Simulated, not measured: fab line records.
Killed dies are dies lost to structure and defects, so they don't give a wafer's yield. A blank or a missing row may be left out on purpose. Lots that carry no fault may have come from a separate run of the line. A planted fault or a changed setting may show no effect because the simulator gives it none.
Which tool did it?	flow berkeleyCmos170	45 wafers from 15 lots sampled at 4 of the route's 331 steps

== WHAT THE GAUGES SHOWED, per wafer ==
UCB170_WELLDRIVE_THK_MEAS_02.
lot	measured	on	WELLDRIVE_OXIDE_THK (nm)
L141	day 3 13:11	filmMetro-01	204 203 201
L142	day 3 19:49	filmMetro-01	192 193 194
L143	day 4 05:31	filmMetro-04	207 209 209
L144	day 4 05:31	filmMetro-01	206 206 207
L145	day 4 11:10	filmMetro-02	199 199 198
L147	day 4 17:21	filmMetro-04	201 202 205
L148	day 5 02:58	filmMetro-02	199 199 198
L149	day 5 08:59	filmMetro-01	198 198 201
L151	day 5 17:49	filmMetro-01	206 202 197
L152	day 6 01:56	filmMetro-02	199 200 204
L154	day 6 06:13	filmMetro-04	204 202 202
L153	day 6 06:14	filmMetro-02	205 202 199
L163	day 8 00:13	filmMetro-02	204 200 202
L161	day 8 00:13	filmMetro-04	200 201 204
L162	day 8 00:13	filmMetro-01	197 198 199

UCB170_PLDD_CD_MEAS_06: target cd 1200 nm.
lot	measured	on	cdNm (nm)
L141	day 6 01:11	cdSem-02	1199.9 1199.1 1196.9
L142	day 6 17:15	cdSem-01	1198.6 1199.5 1200.1
L143	day 7 04:08	cdSem-02	1198.7 1199.2 1199.1
L144	day 7 04:47	cdSem-01	1199.4 1199.7 1199.7
L145	day 7 04:25	cdSem-02	1199.3 1200.1 1199.3
L147	day 8 02:41	cdSem-02	1198.8 1198.3 1198.5
L148	day 8 08:20	cdSem-02	1199.4 1199.8 1199.3
L149	day 8 08:47	cdSem-01	1202.3 1201.2 1200.2
L151	day 8 16:53	cdSem-02	1200.8 1200.2 1200.1
L152	day 9 01:04	cdSem-01	1198.3 1197.6 1199.1
L154	day 9 00:44	cdSem-01	1196.5 1195.6 1198.1
L153	day 9 00:58	cdSem-02	1200.1 1200.5 1199.9
L163	day 10 17:21	cdSem-02	1197.4 1199.3 1199.1
L161	day 10 17:36	cdSem-01	1196.3 1196.6 1198.0
L162	day 10 18:08	cdSem-02	1197.7 1198.1 1199.1

== EACH LOT AND THE TOOL THAT RAN IT (in order: tool; ch and the chambers of the sampled wafers; start) ==
lot	UCB170_PVT_STRIP_08	UCB170_GATE_ETCH_14
L141	plasmaAsher-03 ch 0,1, day 5 08:13	rieDiel-03 ch 1,2, day 5 23:17
L142	plasmaAsher-01 ch 0,1, day 6 03:26	rieDiel-02 ch 0,1,3, day 6 14:53
L143	plasmaAsher-01 ch 1, day 6 13:35	rieDiel-04 ch 0,2, day 7 02:49
L144	plasmaAsher-03 ch 0,1, day 6 13:49	rieDiel-02 ch 0,2,3, day 7 03:20
L145	plasmaAsher-01 ch 0,1, day 6 14:04	rieDiel-03 ch 1,2,3, day 7 03:05
L147	plasmaAsher-01 ch 0,1, day 7 08:24	rieDiel-04 ch 0,1, day 8 01:14
L148	plasmaAsher-01 ch 0,1, day 7 18:00	rieDiel-02 ch 1,3, day 8 06:22
L149	plasmaAsher-04 ch 0,1, day 7 20:53	rieDiel-04 ch 0,2,3, day 8 06:57
L151	plasmaAsher-04 ch 0,1, day 8 02:26	rieDiel-02 ch 0,2, day 8 15:19
L152	plasmaAsher-04 ch 0,1, day 8 08:05	rieDiel-03 ch 0,2,3, day 8 23:38
L154	plasmaAsher-04 ch 0,1, day 8 07:50	rieDiel-04 ch 0,2,3, day 8 23:17
L153	plasmaAsher-04 ch 0, day 8 07:34	rieDiel-02 ch 1,2, day 8 23:31
L163	plasmaAsher-01 ch 0,1, day 10 03:08	rieDiel-04 ch 1,2, day 10 15:08
L161	plasmaAsher-03 ch 0,1, day 10 03:59	rieDiel-03 ch 1,3, day 10 15:24
L162	plasmaAsher-01 ch 0,1, day 10 03:43	rieDiel-02 ch 0,1,2, day 10 15:43
- UCB170_PVT_STRIP_08: strips in O2.
- UCB170_GATE_ETCH_14: etches BARC in N2/H2.

== AS READ BY THE TOOLS THEMSELVES (means over the sampled wafers that have a number; for cases with no such wafer, the mark the record gives instead) ==
UCB170_PVT_STRIP_08.
lot	tool	drypumpMotorCurrentA (A)	oesProductAu (a.u.)	stripTimeToEndpointS (s)
L141	plasmaAsher-03	5.7	0.736	21.72
L142	plasmaAsher-01	5.7	0.736	21.63
L143	plasmaAsher-01	5.8	0.735	21.63
L144	plasmaAsher-03	6.0	0.734	21.59
L145	plasmaAsher-01	5.5	0.732	21.60
L147	plasmaAsher-01	5.7	0.737	21.63
L148	plasmaAsher-01	5.7	0.735	21.52
L149	plasmaAsher-04	6.1	0.730	21.62
L151	plasmaAsher-04	5.9	0.735	21.61
L152	plasmaAsher-04	5.9	0.714	21.69
L154	plasmaAsher-04	5.9	0.715	21.69
L153	plasmaAsher-04	6.2	0.674	21.60
L163	plasmaAsher-01	5.5	0.740	21.69
L161	plasmaAsher-03	5.7	0.739	21.68
L162	plasmaAsher-01	5.5	0.736	21.67

UCB170_GATE_ETCH_14.
lot	tool	drypumpMotorCurrentA (A)	oesProductAu (a.u.)	throttleValvePct (%)
L141	rieDiel-03	6.2	1.03	13.20
L142	rieDiel-02	5.3	1.01	13.29
L143	rieDiel-04	5.6	1.02	13.33
L144	rieDiel-02	5.3	0.98	13.27
L145	rieDiel-03	6.2	1.03	13.32
L147	rieDiel-04	5.2	1.01	13.19
L148	rieDiel-02	5.3	1.04	13.25
L149	rieDiel-04	5.7	0.99	13.24
L151	rieDiel-02	5.1	0.95	13.34
L152	rieDiel-03	6.4	1.00	13.36
L154	rieDiel-04	5.7	0.99	13.25
L153	rieDiel-02	4.8	1.00	13.31
L163	rieDiel-04	5.2	1.01	13.13
L161	rieDiel-03	6.1	1.03	13.31
L162	rieDiel-02	5.0	0.99	13.33

== THE ANSWER, worked out from the rows above alone ==
Rule: the usual values come from the lots themselves. Put in order of their means at a reading, lots are off if they are a third of the lots or fewer, leave a main group of 4 or more, and stand apart from it by a gap of 3 or more times the standard deviation of the main group's means; of several such gaps the widest counts. A main group whose means are all the same, to the digits that the tables above print for the reading, isn't used. Also off: a lot with no number at a reading for which 4 or more lots have one. The other lots that the step has rows for count as sound. The gauges are gone through in route order, then the tools' own readings, and for those a lot's mean is taken as printed above. At the first step where some lot is off, the reading lying furthest off is the one used; lots without a number count as furthest.
Off at UCB170_PVT_STRIP_08 (oesProductAu): L152, L154, L153. The main group has a mean of 0.735 a.u. with a standard deviation of 0.0026.
If a tool, at that step or one of the process steps before it, ran each lot that is off and ran no sound lot following the first of them, it fits. One fits: UCB170_PVT_STRIP_08 on plasmaAsher-04. A fault onset in the window from L151 (day 8 02:26, its last sound lot) to L153 (day 8 07:34, its first lot off) fits.
On the lots that are off, the tool's own readings at UCB170_PVT_STRIP_08 differ by more than 5 times the standard deviation of the sound lots' means, which bears it out; oesProductAu reads 0.701 a.u. there versus 0.735 a.u. on the sound lots.

== WHAT HAD BEEN PUT IN BY THE SIMULATOR ==
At UCB170_PVT_STRIP_08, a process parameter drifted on plasmaAsher-04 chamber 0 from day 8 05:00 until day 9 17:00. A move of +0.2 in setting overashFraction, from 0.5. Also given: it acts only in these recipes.
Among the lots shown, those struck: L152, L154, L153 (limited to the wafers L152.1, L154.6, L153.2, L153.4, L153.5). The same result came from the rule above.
